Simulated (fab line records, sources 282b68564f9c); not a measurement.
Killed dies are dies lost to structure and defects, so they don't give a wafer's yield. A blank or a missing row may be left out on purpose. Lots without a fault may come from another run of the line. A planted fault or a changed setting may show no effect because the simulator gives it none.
Which tool did it? | flow rit_cmos | 14 lots, 42 wafers sampled, at 4 steps of a route of 202

WHAT THE GAUGES READ, wafer by wafer
RIT_FOX2_THK_MEAS_01. Usual: FOX2_OXIDE_THK 353 nm, standard deviation 5.9.
lot  | measured    | on            | FOX2_OXIDE_THK (nm) | flag
L829 | day 1 20:09 | film_metro-01 | 348 349 347         |
L830 | day 2 00:01 | film_metro-01 | 350 351 352         |
L831 | day 2 04:19 | film_metro-01 | 346 346 347         |
L832 | day 2 09:40 | film_metro-02 | 351 361 353         |
L833 | day 2 15:29 | film_metro-01 | 359 365 355         |
L834 | day 2 22:50 | film_metro-03 | 510 532 520         | OFF
L839 | day 3 20:52 | film_metro-01 | 361 362 360         |
L842 | day 4 14:22 | film_metro-01 | 536 540 525         | OFF
L845 | day 5 02:33 | film_metro-03 | 345 346 348         |
L846 | day 5 08:24 | film_metro-03 | 353 349 352         |
L847 | day 5 12:54 | film_metro-01 | 342 343 342         |
L849 | day 5 22:43 | film_metro-01 | 345 350 350         |
L850 | day 6 03:27 | film_metro-03 | 346 348 341         |
L852 | day 6 13:22 | film_metro-01 | 348 346 354         |

RIT_FOX2_THK_MEAS_90. Usual: FIELD_OXIDE_LEFT_1_THK 325 nm, standard deviation 6.
lot  | measured    | on            | FIELD_OXIDE_LEFT_1_THK (nm) | flag
L829 | day 1 21:02 | film_metro-01 | 320 321 319                 |
L830 | day 2 00:54 | film_metro-01 | 323 323 325                 |
L831 | day 2 05:16 | film_metro-01 | 320 319 320                 |
L832 | day 2 10:32 | film_metro-01 | 324 334 326                 |
L833 | day 2 16:22 | film_metro-01 | 332 338 328                 |
L834 | day 2 23:47 | film_metro-02 | 482 504 492                 | OFF
L839 | day 3 21:44 | film_metro-01 | 334 335 332                 |
L842 | day 4 15:59 | film_metro-03 | 510 514 498                 | OFF
L845 | day 5 03:26 | film_metro-03 | 317 318 320                 |
L846 | day 5 09:17 | film_metro-01 | 326 322 324                 |
L847 | day 5 13:47 | film_metro-01 | 315 316 315                 |
L849 | day 5 23:36 | film_metro-01 | 317 323 322                 |
L850 | day 6 04:19 | film_metro-03 | 319 321 314                 |
L852 | day 6 14:14 | film_metro-01 | 320 319 326                 |

RIT_FOX2_THK_MEAS_91. Usual: FIELD_OXIDE_LEFT_2_THK 257 nm, standard deviation 6.1.
lot  | measured    | on            | FIELD_OXIDE_LEFT_2_THK (nm) | flag
L829 | day 2 09:29 | film_metro-02 | 252 252 251                 |
L830 | day 2 13:27 | film_metro-02 | 256 255 257                 |
L831 | day 2 17:39 | film_metro-03 | 252 252 254                 |
L832 | day 2 22:44 | film_metro-03 | 256 267 258                 |
L833 | day 3 04:49 | film_metro-03 | 264 270 260                 |
L834 | day 3 13:38 | film_metro-01 | 414 436 423                 | OFF
L839 | day 4 10:43 | film_metro-03 | 266 268 265                 |
L842 | day 5 05:41 | film_metro-02 | 442 446 431                 | OFF
L845 | day 5 16:07 | film_metro-01 | 249 250 252                 |
L846 | day 5 21:56 | film_metro-01 | 257 253 256                 |
L847 | day 6 02:41 | film_metro-01 | 246 247 245                 |
L849 | day 6 12:03 | film_metro-01 | 248 254 254                 |
L850 | day 6 16:42 | film_metro-02 | 251 253 246                 |
L852 | day 7 02:53 | film_metro-02 | 252 250 258                 |

WHICH TOOL RAN EACH LOT (tool, then ch and the chambers of the sampled wafers, then the start)
lot  | RIT_FOX2_OXIDATION_00
L829 | furnace-03 ch 0, day 1 18:50
L830 | furnace-02 ch 0, day 1 22:43
L831 | furnace-01 ch 0, day 2 03:01
L832 | furnace-03 ch 0, day 2 08:21
L833 | furnace-02 ch 0, day 2 14:10
L834 | furnace-03 ch 0, day 2 19:20
L839 | furnace-03 ch 0, day 3 19:32
L842 | furnace-01 ch 0, day 4 11:32
L845 | furnace-03 ch 0, day 5 01:14
L846 | furnace-02 ch 0, day 5 07:04
L847 | furnace-03 ch 0, day 5 11:34
L849 | furnace-02 ch 0, day 5 21:25
L850 | furnace-03 ch 0, day 6 02:07
L852 | furnace-01 ch 0, day 6 12:03
- RIT_FOX2_OXIDATION_00: target thk 350.7 nm, ox time 1130 s.

WHAT THE TOOLS THEMSELVES READ (means of the sampled wafers that have a number; where no wafer has one, the mark that the record gives instead)
RIT_FOX2_OXIDATION_00. Usual: ox_temp_c 1100.0 C, standard deviation 0.46.
lot  | tool       | ox_temp_c (C) | flag
L829 | furnace-03 | 1099.7        |
L830 | furnace-02 | 1099.4        |
L831 | furnace-01 | 1100.4        |
L832 | furnace-03 | 1100.3        |
L833 | furnace-02 | 1100.1        |
L834 | furnace-03 | 1099.9        |
L839 | furnace-03 | 1100.0        |
L842 | furnace-01 | 1099.8        |
L845 | furnace-03 | 1100.3        |
L846 | furnace-02 | 1100.1        |
L847 | furnace-03 | 1100.1        |
L849 | furnace-02 | 1100.3        |
L850 | furnace-03 | 1100.3        |
L852 | furnace-01 | 1100.2        |

THE ANSWER, worked out from the rows above alone
Rule: a lot is off if the mean of its wafers that have a number lies more than 3 standard deviations from the usual mean. A lot without any number at a reading at which 4 lots or more have one is off too. The other lots that the step has rows for count as sound. The gauges are gone through in route order, then the tools' own readings, and for those a lot's mean is taken as printed above. The first step at which some lot is off is used, and at that step the reading that is off furthest; a lot without a number counts as furthest.
Off: L834, L842, at RIT_FOX2_THK_MEAS_01 (FOX2_OXIDE_THK).
A tool fits if, at a process step before that reading, it ran every lot that is off, and no sound lot after the first of them. The gauges at RIT_FOX2_THK_MEAS_01 are tried like those tools. None of those tried fits.

WHAT THE SIMULATOR HAD PUT IN
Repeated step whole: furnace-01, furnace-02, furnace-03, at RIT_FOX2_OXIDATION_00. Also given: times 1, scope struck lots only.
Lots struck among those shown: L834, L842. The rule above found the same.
